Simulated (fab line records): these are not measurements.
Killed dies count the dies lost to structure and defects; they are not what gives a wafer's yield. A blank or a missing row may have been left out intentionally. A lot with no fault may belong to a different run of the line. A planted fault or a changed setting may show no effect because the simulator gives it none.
Which tool did it? || flow berkeley cmos170 || Sampling: 24 lots, 72 wafers, 6 of 331 route steps

== WHAT THE GAUGES SHOWED, per wafer ==
UCB170_V1_CD_MEAS_12: the cd target is 700 nm. Usual: cd nm at 700.1 nm, with a standard deviation of 1.7.
{"lot": "L074", "measured": "day 6 17:11", "on": "cd sem-01", "cd nm (nm)": "698.8 699.5 698.9", "flag": ""}
{"lot": "L076", "measured": "day 7 21:52", "on": "cd sem-01", "cd nm (nm)": "703.3 701.6 701.3", "flag": ""}
{"lot": "L077", "measured": "day 7 23:05", "on": "cd sem-01", "cd nm (nm)": "699.2 699.5 698.5", "flag": ""}
{"lot": "L078", "measured": "day 7 23:20", "on": "cd sem-02", "cd nm (nm)": "701.7 702.0 702.1", "flag": ""}
{"lot": "L075", "measured": "day 8 07:42", "on": "cd sem-01", "cd nm (nm)": "698.3 698.3 698.9", "flag": ""}
{"lot": "L080", "measured": "day 8 14:34", "on": "cd sem-01", "cd nm (nm)": "702.4 701.7 700.5", "flag": ""}
{"lot": "L079", "measured": "day 9 01:15", "on": "cd sem-02", "cd nm (nm)": "699.2 700.1 698.5", "flag": ""}
{"lot": "L081", "measured": "day 9 05:28", "on": "cd sem-01", "cd nm (nm)": "700.7 700.1 700.2", "flag": ""}
{"lot": "L083", "measured": "day 9 05:29", "on": "cd sem-02", "cd nm (nm)": "699.9 699.9 699.7", "flag": ""}
{"lot": "L082", "measured": "day 9 05:55", "on": "cd sem-02", "cd nm (nm)": "700.0 697.9 699.6", "flag": ""}
{"lot": "L084", "measured": "day 9 18:52", "on": "cd sem-02", "cd nm (nm)": "700.8 701.3 700.7", "flag": ""}
{"lot": "L085", "measured": "day 9 21:32", "on": "cd sem-01", "cd nm (nm)": "698.7 698.0 699.8", "flag": ""}
{"lot": "L086", "measured": "day 10 09:41", "on": "cd sem-02", "cd nm (nm)": "699.8 698.7 699.5", "flag": ""}
{"lot": "L089", "measured": "day 10 10:07", "on": "cd sem-01", "cd nm (nm)": "702.1 701.5 702.7", "flag": ""}
{"lot": "L088", "measured": "day 10 10:27", "on": "cd sem-02", "cd nm (nm)": "699.8 699.8 698.4", "flag": ""}
{"lot": "L087", "measured": "day 10 10:44", "on": "cd sem-02", "cd nm (nm)": "700.7 700.8 699.8", "flag": ""}
{"lot": "L090", "measured": "day 10 18:26", "on": "cd sem-02", "cd nm (nm)": "699.8 700.0 699.4", "flag": ""}
{"lot": "L091", "measured": "day 11 02:22", "on": "cd sem-01", "cd nm (nm)": "700.0 700.9 699.8", "flag": ""}
{"lot": "L093", "measured": "day 11 10:59", "on": "cd sem-02", "cd nm (nm)": "703.3 702.6 704.4", "flag": ""}
{"lot": "L092", "measured": "day 11 11:13", "on": "cd sem-01", "cd nm (nm)": "697.6 699.6 700.5", "flag": ""}
{"lot": "L097", "measured": "day 11 17:05", "on": "cd sem-01", "cd nm (nm)": "696.4 697.0 696.7", "flag": ""}
{"lot": "L096", "measured": "day 11 18:40", "on": "cd sem-02", "cd nm (nm)": "701.0 700.5 700.8", "flag": ""}
{"lot": "L095", "measured": "day 11 22:17", "on": "cd sem-01", "cd nm (nm)": "701.0 701.9 700.9", "flag": ""}
{"lot": "L094", "measured": "day 11 22:34", "on": "cd sem-02", "cd nm (nm)": "700.9 699.8 698.9", "flag": ""}

UCB170_V1_CD_MEAS_90: the cd target is 700 nm. Usual: cd nm at 699.9 nm, with a standard deviation of 1.7.
{"lot": "L074", "measured": "day 6 17:37", "on": "cd sem-01", "cd nm (nm)": "700.3 699.9 698.8", "flag": ""}
{"lot": "L076", "measured": "day 7 22:18", "on": "cd sem-02", "cd nm (nm)": "704.3 701.9 701.4", "flag": ""}
{"lot": "L077", "measured": "day 7 23:31", "on": "cd sem-02", "cd nm (nm)": "699.3 699.3 699.0", "flag": ""}
{"lot": "L078", "measured": "day 7 23:46", "on": "cd sem-02", "cd nm (nm)": "702.1 701.6 700.9", "flag": ""}
{"lot": "L075", "measured": "day 8 08:11", "on": "cd sem-01", "cd nm (nm)": "697.1 697.5 698.5", "flag": ""}
{"lot": "L080", "measured": "day 8 18:55", "on": "cd sem-01", "cd nm (nm)": "701.4 701.5 699.5", "flag": ""}
{"lot": "L079", "measured": "day 9 01:41", "on": "cd sem-02", "cd nm (nm)": "698.9 699.8 698.1", "flag": ""}
{"lot": "L081", "measured": "day 9 05:53", "on": "cd sem-01", "cd nm (nm)": "699.9 699.7 699.1", "flag": ""}
{"lot": "L083", "measured": "day 9 06:01", "on": "cd sem-01", "cd nm (nm)": "699.2 698.7 700.0", "flag": ""}
{"lot": "L082", "measured": "day 9 06:21", "on": "cd sem-02", "cd nm (nm)": "699.6 698.5 699.6", "flag": ""}
{"lot": "L084", "measured": "day 9 19:17", "on": "cd sem-02", "cd nm (nm)": "700.8 700.6 700.9", "flag": ""}
{"lot": "L085", "measured": "day 9 21:58", "on": "cd sem-01", "cd nm (nm)": "697.9 698.2 699.9", "flag": ""}
{"lot": "L086", "measured": "day 10 10:08", "on": "cd sem-02", "cd nm (nm)": "699.0 699.6 700.1", "flag": ""}
{"lot": "L089", "measured": "day 10 10:33", "on": "cd sem-01", "cd nm (nm)": "701.7 700.9 701.9", "flag": ""}
{"lot": "L088", "measured": "day 10 10:53", "on": "cd sem-02", "cd nm (nm)": "699.3 698.5 697.9", "flag": ""}
{"lot": "L087", "measured": "day 10 11:10", "on": "cd sem-01", "cd nm (nm)": "700.1 699.5 700.8", "flag": ""}
{"lot": "L090", "measured": "day 10 19:09", "on": "cd sem-02", "cd nm (nm)": "700.0 699.8 699.5", "flag": ""}
{"lot": "L091", "measured": "day 11 02:47", "on": "cd sem-02", "cd nm (nm)": "700.0 699.8 699.7", "flag": ""}
{"lot": "L093", "measured": "day 11 11:25", "on": "cd sem-02", "cd nm (nm)": "702.8 703.3 703.8", "flag": ""}
{"lot": "L092", "measured": "day 11 11:40", "on": "cd sem-02", "cd nm (nm)": "698.2 700.1 701.1", "flag": ""}
{"lot": "L097", "measured": "day 11 17:31", "on": "cd sem-02", "cd nm (nm)": "697.3 697.5 696.1", "flag": ""}
{"lot": "L096", "measured": "day 11 19:07", "on": "cd sem-01", "cd nm (nm)": "701.2 700.2 700.9", "flag": ""}
{"lot": "L095", "measured": "day 11 22:43", "on": "cd sem-02", "cd nm (nm)": "700.2 702.0 701.4", "flag": ""}
{"lot": "L094", "measured": "day 11 23:01", "on": "cd sem-02", "cd nm (nm)": "701.1 700.5 699.6", "flag": ""}

UCB170_V2_THK_MEAS_04. Usual: V2_POLISHED_THK 1000.1 nm, standard deviation 1.2.
{"lot": "L074", "measured": "day 6 21:41", "on": "film metro-02", "V2_POLISHED_THK (nm)": "1000.4 999.6 1002.1", "flag": ""}
{"lot": "L076", "measured": "day 8 02:55", "on": "film metro-04", "V2_POLISHED_THK (nm)": "998.5 999.8 998.2", "flag": ""}
{"lot": "L077", "measured": "day 8 03:42", "on": "film metro-01", "V2_POLISHED_THK (nm)": "998.7 1001.9 1000.9", "flag": ""}
{"lot": "L078", "measured": "day 8 03:31", "on": "film metro-04", "V2_POLISHED_THK (nm)": "1000.9 999.2 998.7", "flag": ""}
{"lot": "L075", "measured": "day 8 19:33", "on": "film metro-04", "V2_POLISHED_THK (nm)": "998.9 1000.8 1000.4", "flag": ""}
{"lot": "L080", "measured": "day 8 22:53", "on": "film metro-02", "V2_POLISHED_THK (nm)": "1000.3 1001.6 1000.3", "flag": ""}
{"lot": "L079", "measured": "day 9 07:37", "on": "film metro-01", "V2_POLISHED_THK (nm)": "996.8 998.9 1000.8", "flag": ""}
{"lot": "L081", "measured": "day 9 09:37", "on": "film metro-01", "V2_POLISHED_THK (nm)": "999.6 999.9 999.1", "flag": ""}
{"lot": "L083", "measured": "day 9 09:58", "on": "film metro-04", "V2_POLISHED_THK (nm)": "1001.0 1000.1 999.2", "flag": ""}
{"lot": "L082", "measured": "day 9 10:25", "on": "film metro-04", "V2_POLISHED_THK (nm)": "1001.9 998.7 998.6", "flag": ""}
{"lot": "L084", "measured": "day 9 23:19", "on": "film metro-04", "V2_POLISHED_THK (nm)": "998.5 999.6 998.7", "flag": ""}
{"lot": "L085", "measured": "day 10 03:16", "on": "film metro-01", "V2_POLISHED_THK (nm)": "998.7 1000.2 1000.5", "flag": ""}
{"lot": "L086", "measured": "day 10 13:54", "on": "film metro-01", "V2_POLISHED_THK (nm)": "1001.6 1001.3 1000.1", "flag": ""}
{"lot": "L089", "measured": "day 10 14:41", "on": "film metro-01", "V2_POLISHED_THK (nm)": "1003.7 1002.5 1001.8", "flag": ""}
{"lot": "L088", "measured": "day 10 15:47", "on": "film metro-02", "V2_POLISHED_THK (nm)": "999.5 999.4 999.6", "flag": ""}
{"lot": "L087", "measured": "day 10 16:05", "on": "film metro-04", "V2_POLISHED_THK (nm)": "999.4 1000.4 1002.6", "flag": ""}
{"lot": "L090", "measured": "day 11 00:04", "on": "film metro-04", "V2_POLISHED_THK (nm)": "1001.2 1000.3 997.9", "flag": ""}
{"lot": "L091", "measured": "day 11 08:22", "on": "film metro-02", "V2_POLISHED_THK (nm)": "999.8 1001.6 1000.9", "flag": ""}
{"lot": "L093", "measured": "day 11 15:12", "on": "film metro-04", "V2_POLISHED_THK (nm)": "999.0 998.0 999.1", "flag": ""}
{"lot": "L092", "measured": "day 11 15:23", "on": "film metro-01", "V2_POLISHED_THK (nm)": "1000.1 1000.2 1000.9", "flag": ""}
{"lot": "L097", "measured": "day 11 22:44", "on": "film metro-02", "V2_POLISHED_THK (nm)": "999.8 1001.8 1000.5", "flag": ""}
{"lot": "L096", "measured": "day 12 00:09", "on": "film metro-01", "V2_POLISHED_THK (nm)": "999.5 999.5 998.6", "flag": ""}
{"lot": "L095", "measured": "day 12 02:40", "on": "film metro-01", "V2_POLISHED_THK (nm)": "998.9 1000.6 998.2", "flag": ""}
{"lot": "L094", "measured": "day 12 03:02", "on": "film metro-04", "V2_POLISHED_THK (nm)": "1001.0 999.2 1000.3", "flag": ""}

UCB170_M3_CD_MEAS_15: the cd target is 700 nm. Usual: cd nm at 699.6 nm, with a standard deviation of 1.4.
{"lot": "L074", "measured": "day 7 04:47", "on": "cd sem-01", "cd nm (nm)": "702.1 701.0 701.0", "flag": ""}
{"lot": "L076", "measured": "day 8 07:55", "on": "cd sem-01", "cd nm (nm)": "699.6 699.6 699.2", "flag": ""}
{"lot": "L077", "measured": "day 8 08:17", "on": "cd sem-01", "cd nm (nm)": "700.6 699.7 700.9", "flag": ""}
{"lot": "L078", "measured": "day 8 08:12", "on": "cd sem-02", "cd nm (nm)": "701.3 700.7 701.4", "flag": ""}
{"lot": "L075", "measured": "day 9 02:13", "on": "cd sem-02", "cd nm (nm)": "696.7 696.5 695.0", "flag": ""}
{"lot": "L080", "measured": "day 9 06:11", "on": "cd sem-01", "cd nm (nm)": "700.1 700.8 700.8", "flag": ""}
{"lot": "L079", "measured": "day 9 11:55", "on": "cd sem-01", "cd nm (nm)": "696.8 699.7 699.1", "flag": ""}
{"lot": "L081", "measured": "day 9 13:10", "on": "cd sem-01", "cd nm (nm)": "699.0 699.6 699.4", "flag": ""}
{"lot": "L083", "measured": "day 9 13:32", "on": "cd sem-01", "cd nm (nm)": "700.7 700.5 699.6", "flag": ""}
{"lot": "L082", "measured": "day 9 13:59", "on": "cd sem-01", "cd nm (nm)": "698.6 698.1 699.4", "flag": ""}
{"lot": "L084", "measured": "day 10 05:11", "on": "cd sem-01", "cd nm (nm)": "700.0 699.2 699.8", "flag": ""}
{"lot": "L085", "measured": "day 10 07:13", "on": "cd sem-02", "cd nm (nm)": "700.5 700.2 700.6", "flag": ""}
{"lot": "L086", "measured": "day 10 20:14", "on": "cd sem-02", "cd nm (nm)": "698.5 699.0 699.3", "flag": ""}
{"lot": "L089", "measured": "day 10 21:14", "on": "cd sem-02", "cd nm (nm)": "698.4 699.7 698.2", "flag": ""}
{"lot": "L088", "measured": "day 10 22:55", "on": "cd sem-02", "cd nm (nm)": "699.8 700.1 698.7", "flag": ""}
{"lot": "L087", "measured": "day 10 23:20", "on": "cd sem-02", "cd nm (nm)": "698.6 699.7 700.0", "flag": ""}
{"lot": "L090", "measured": "day 11 05:29", "on": "cd sem-02", "cd nm (nm)": "698.8 699.4 700.5", "flag": ""}
{"lot": "L091", "measured": "day 11 12:07", "on": "cd sem-01", "cd nm (nm)": "700.3 700.1 699.2", "flag": ""}
{"lot": "L093", "measured": "day 11 20:19", "on": "cd sem-02", "cd nm (nm)": "701.2 699.7 699.8", "flag": ""}
{"lot": "L092", "measured": "day 11 21:17", "on": "cd sem-01", "cd nm (nm)": "697.1 697.2 696.5", "flag": ""}
{"lot": "L097", "measured": "day 12 03:49", "on": "cd sem-02", "cd nm (nm)": "701.1 701.9 702.8", "flag": ""}
{"lot": "L096", "measured": "day 12 04:44", "on": "cd sem-02", "cd nm (nm)": "699.8 699.7 699.9", "flag": ""}
{"lot": "L095", "measured": "day 12 07:45", "on": "cd sem-02", "cd nm (nm)": "699.5 699.9 699.8", "flag": ""}
{"lot": "L094", "measured": "day 12 07:55", "on": "cd sem-02", "cd nm (nm)": "701.0 699.3 700.8", "flag": ""}

UCB170_M3_BOW_MEAS_20. Usual: M3_BOW 36 um, standard deviation 6.5.
{"lot": "L074", "measured": "day 7 05:23", "on": "film metro-02", "M3_BOW (um)": "32 28 34", "flag": ""}
{"lot": "L076", "measured": "day 8 08:32", "on": "film metro-03", "M3_BOW (um)": "30 37 37", "flag": ""}
{"lot": "L077", "measured": "day 8 08:54", "on": "film metro-01", "M3_BOW (um)": "40 33 46", "flag": ""}
{"lot": "L078", "measured": "day 8 09:01", "on": "film metro-01", "M3_BOW (um)": "32 34 29", "flag": ""}
{"lot": "L075", "measured": "day 9 03:01", "on": "film metro-01", "M3_BOW (um)": "37 44 32", "flag": ""}
{"lot": "L080", "measured": "day 9 06:48", "on": "film metro-02", "M3_BOW (um)": "45 31 25", "flag": ""}
{"lot": "L079", "measured": "day 9 12:31", "on": "film metro-01", "M3_BOW (um)": "36 29 40", "flag": ""}
{"lot": "L081", "measured": "day 9 13:46", "on": "film metro-02", "M3_BOW (um)": "26 36 32", "flag": ""}
{"lot": "L083", "measured": "day 9 14:20", "on": "film metro-03", "M3_BOW (um)": "31 33 48", "flag": ""}
{"lot": "L082", "measured": "day 9 14:35", "on": "film metro-02", "M3_BOW (um)": "40 38 42", "flag": ""}
{"lot": "L084", "measured": "day 10 05:47", "on": "film metro-02", "M3_BOW (um)": "35 43 37", "flag": ""}
{"lot": "L085", "measured": "day 10 07:50", "on": "film metro-03", "M3_BOW (um)": "36 26 34", "flag": ""}
{"lot": "L086", "measured": "day 10 20:51", "on": "film metro-01", "M3_BOW (um)": "53 28 38", "flag": ""}
{"lot": "L089", "measured": "day 10 22:02", "on": "film metro-01", "M3_BOW (um)": "37 40 37", "flag": ""}
{"lot": "L088", "measured": "day 10 23:34", "on": "film metro-03", "M3_BOW (um)": "26 31 31", "flag": ""}
{"lot": "L087", "measured": "day 10 23:56", "on": "film metro-02", "M3_BOW (um)": "35 41 35", "flag": ""}
{"lot": "L090", "measured": "day 11 06:05", "on": "film metro-02", "M3_BOW (um)": "43 39 28", "flag": ""}
{"lot": "L091", "measured": "day 11 12:43", "on": "film metro-03", "M3_BOW (um)": "44 29 45", "flag": ""}
{"lot": "L093", "measured": "day 11 20:59", "on": "film metro-03", "M3_BOW (um)": "26 36 48", "flag": ""}
{"lot": "L092", "measured": "day 11 21:53", "on": "film metro-01", "M3_BOW (um)": "35 33 29", "flag": ""}
{"lot": "L097", "measured": "day 12 04:25", "on": "film metro-01", "M3_BOW (um)": "37 36 32", "flag": ""}
{"lot": "L096", "measured": "day 12 05:26", "on": "film metro-02", "M3_BOW (um)": "36 39 53", "flag": ""}
{"lot": "L095", "measured": "day 12 08:21", "on": "film metro-01", "M3_BOW (um)": "43 45 37", "flag": ""}
{"lot": "L094", "measured": "day 12 08:31", "on": "film metro-03", "M3_BOW (um)": "32 28 32", "flag": ""}

== TOOL THAT RAN EACH LOT (tool first, then ch and the chambers of the sampled wafers, then the start) ==
{"lot": "L074", "UCB170_M3_STRIP_07": "plasma asher-04 ch 0,1, day 7 01:48"}
{"lot": "L076", "UCB170_M3_STRIP_07": "plasma asher-03 ch 0,1, day 8 05:49"}
{"lot": "L077", "UCB170_M3_STRIP_07": "plasma asher-04 ch 0,1, day 8 06:44"}
{"lot": "L078", "UCB170_M3_STRIP_07": "plasma asher-02 ch 0,1, day 8 06:23"}
{"lot": "L075", "UCB170_M3_STRIP_07": "plasma asher-02 ch 0,1, day 8 22:40"}
{"lot": "L080", "UCB170_M3_STRIP_07": "plasma asher-02 ch 0,1, day 9 02:55"}
{"lot": "L079", "UCB170_M3_STRIP_07": "plasma asher-04 ch 0,1, day 9 10:44"}
{"lot": "L081", "UCB170_M3_STRIP_07": "plasma asher-04 ch 0,1, day 9 12:01"}
{"lot": "L083", "UCB170_M3_STRIP_07": "plasma asher-02 ch 0,1, day 9 12:23"}
{"lot": "L082", "UCB170_M3_STRIP_07": "plasma asher-04 ch 0, day 9 12:51"}
{"lot": "L084", "UCB170_M3_STRIP_07": "plasma asher-04 ch 0,1, day 10 03:48"}
{"lot": "L085", "UCB170_M3_STRIP_07": "plasma asher-03 ch 0,1, day 10 06:04"}
{"lot": "L086", "UCB170_M3_STRIP_07": "plasma asher-04 ch 0,1, day 10 17:27"}
{"lot": "L089", "UCB170_M3_STRIP_07": "plasma asher-04 ch 0,1, day 10 19:31"}
{"lot": "L088", "UCB170_M3_STRIP_07": "plasma asher-02 ch 0,1, day 10 20:54"}
{"lot": "L087", "UCB170_M3_STRIP_07": "plasma asher-04 ch 0,1, day 10 21:11"}
{"lot": "L090", "UCB170_M3_STRIP_07": "plasma asher-04 ch 0,1, day 11 03:50"}
{"lot": "L091", "UCB170_M3_STRIP_07": "plasma asher-04 ch 0,1, day 11 10:50"}
{"lot": "L093", "UCB170_M3_STRIP_07": "plasma asher-04 ch 0, day 11 17:58"}
{"lot": "L092", "UCB170_M3_STRIP_07": "plasma asher-02 ch 0,1, day 11 18:23"}
{"lot": "L097", "UCB170_M3_STRIP_07": "plasma asher-03 ch 0,1, day 12 01:43"}
{"lot": "L096", "UCB170_M3_STRIP_07": "plasma asher-04 ch 0,1, day 12 03:02"}
{"lot": "L095", "UCB170_M3_STRIP_07": "plasma asher-03 ch 0, day 12 05:40"}
{"lot": "L094", "UCB170_M3_STRIP_07": "plasma asher-04 ch 0,1, day 12 05:53"}
- UCB170_M3_STRIP_07: strips in O2.

== AS READ BY THE TOOLS THEMSELVES (means over the sampled wafers that have a number; for cases with no such wafer, the mark the record gives instead) ==
UCB170_M3_STRIP_07. Usual: drypump motor current A 5.6 A, standard deviation 0.33; oes product au 0.735 a.u., standard deviation 0.0041; strip time to endpoint s 21.99 s, standard deviation 0.055.
{"lot": "L074", "tool": "plasma asher-04", "drypump motor current A (A)": 5.6, "oes product au (a.u.)": 0.732, "strip time to endpoint s (s)": 22.05, "flag": ""}
{"lot": "L076", "tool": "plasma asher-03", "drypump motor current A (A)": 5.1, "oes product au (a.u.)": 0.739, "strip time to endpoint s (s)": 21.94, "flag": ""}
{"lot": "L077", "tool": "plasma asher-04", "drypump motor current A (A)": 5.6, "oes product au (a.u.)": 0.734, "strip time to endpoint s (s)": 21.96, "flag": ""}
{"lot": "L078", "tool": "plasma asher-02", "drypump motor current A (A)": 6.0, "oes product au (a.u.)": 0.735, "strip time to endpoint s (s)": 22.00, "flag": ""}
{"lot": "L075", "tool": "plasma asher-02", "drypump motor current A (A)": 6.1, "oes product au (a.u.)": 0.735, "strip time to endpoint s (s)": 22.08, "flag": ""}
{"lot": "L080", "tool": "plasma asher-02", "drypump motor current A (A)": 6.1, "oes product au (a.u.)": 0.732, "strip time to endpoint s (s)": 21.99, "flag": ""}
{"lot": "L079", "tool": "plasma asher-04", "drypump motor current A (A)": 5.6, "oes product au (a.u.)": 0.738, "strip time to endpoint s (s)": 21.99, "flag": ""}
{"lot": "L081", "tool": "plasma asher-04", "drypump motor current A (A)": 5.5, "oes product au (a.u.)": 0.735, "strip time to endpoint s (s)": 21.96, "flag": ""}
{"lot": "L083", "tool": "plasma asher-02", "drypump motor current A (A)": 6.0, "oes product au (a.u.)": 0.735, "strip time to endpoint s (s)": 21.98, "flag": ""}
{"lot": "L082", "tool": "plasma asher-04", "drypump motor current A (A)": 5.5, "oes product au (a.u.)": 0.731, "strip time to endpoint s (s)": 21.96, "flag": ""}
{"lot": "L084", "tool": "plasma asher-04", "drypump motor current A (A)": 5.5, "oes product au (a.u.)": 0.736, "strip time to endpoint s (s)": 22.08, "flag": ""}
{"lot": "L085", "tool": "plasma asher-03", "drypump motor current A (A)": 5.1, "oes product au (a.u.)": 0.735, "strip time to endpoint s (s)": 21.99, "flag": ""}
{"lot": "L086", "tool": "plasma asher-04", "drypump motor current A (A)": 5.6, "oes product au (a.u.)": 0.738, "strip time to endpoint s (s)": 21.99, "flag": ""}
{"lot": "L089", "tool": "plasma asher-04", "drypump motor current A (A)": 5.5, "oes product au (a.u.)": 0.737, "strip time to endpoint s (s)": 21.91, "flag": ""}
{"lot": "L088", "tool": "plasma asher-02", "drypump motor current A (A)": 6.0, "oes product au (a.u.)": 0.731, "strip time to endpoint s (s)": 22.05, "flag": ""}
{"lot": "L087", "tool": "plasma asher-04", "drypump motor current A (A)": 5.5, "oes product au (a.u.)": 0.736, "strip time to endpoint s (s)": 22.03, "flag": ""}
{"lot": "L090", "tool": "plasma asher-04", "drypump motor current A (A)": 5.6, "oes product au (a.u.)": 0.735, "strip time to endpoint s (s)": 21.96, "flag": ""}
{"lot": "L091", "tool": "plasma asher-04", "drypump motor current A (A)": 5.6, "oes product au (a.u.)": 0.735, "strip time to endpoint s (s)": 21.94, "flag": ""}
{"lot": "L093", "tool": "plasma asher-04", "drypump motor current A (A)": 5.5, "oes product au (a.u.)": 0.736, "strip time to endpoint s (s)": 21.99, "flag": ""}
{"lot": "L092", "tool": "plasma asher-02", "drypump motor current A (A)": 6.0, "oes product au (a.u.)": 0.734, "strip time to endpoint s (s)": 22.03, "flag": ""}
{"lot": "L097", "tool": "plasma asher-03", "drypump motor current A (A)": 5.1, "oes product au (a.u.)": 0.735, "strip time to endpoint s (s)": 21.94, "flag": ""}
{"lot": "L096", "tool": "plasma asher-04", "drypump motor current A (A)": 5.5, "oes product au (a.u.)": 0.737, "strip time to endpoint s (s)": 22.00, "flag": ""}
{"lot": "L095", "tool": "plasma asher-03", "drypump motor current A (A)": 5.2, "oes product au (a.u.)": 0.733, "strip time to endpoint s (s)": 22.00, "flag": ""}
{"lot": "L094", "tool": "plasma asher-04", "drypump motor current A (A)": 5.6, "oes product au (a.u.)": 0.740, "strip time to endpoint s (s)": 21.97, "flag": ""}

== THE ANSWER, worked out from the rows above alone ==
Rule: lot off if the mean of its wafers having a number is beyond 3 standard deviations from the usual mean. A lot without any number at a reading at which 4 lots or more have one is off too. Any other lot the step has rows for is counted as sound. Order of review: gauges by route order, followed by the tools' own readings, for which a lot's mean as printed above is used. The first step at which some lot is off is used, and at that step the reading that is off furthest; a lot without a number counts as furthest.
None of the lots is off at any reading shown; this tells nothing.

== WHAT THE SIMULATOR HAD INSERTED ==
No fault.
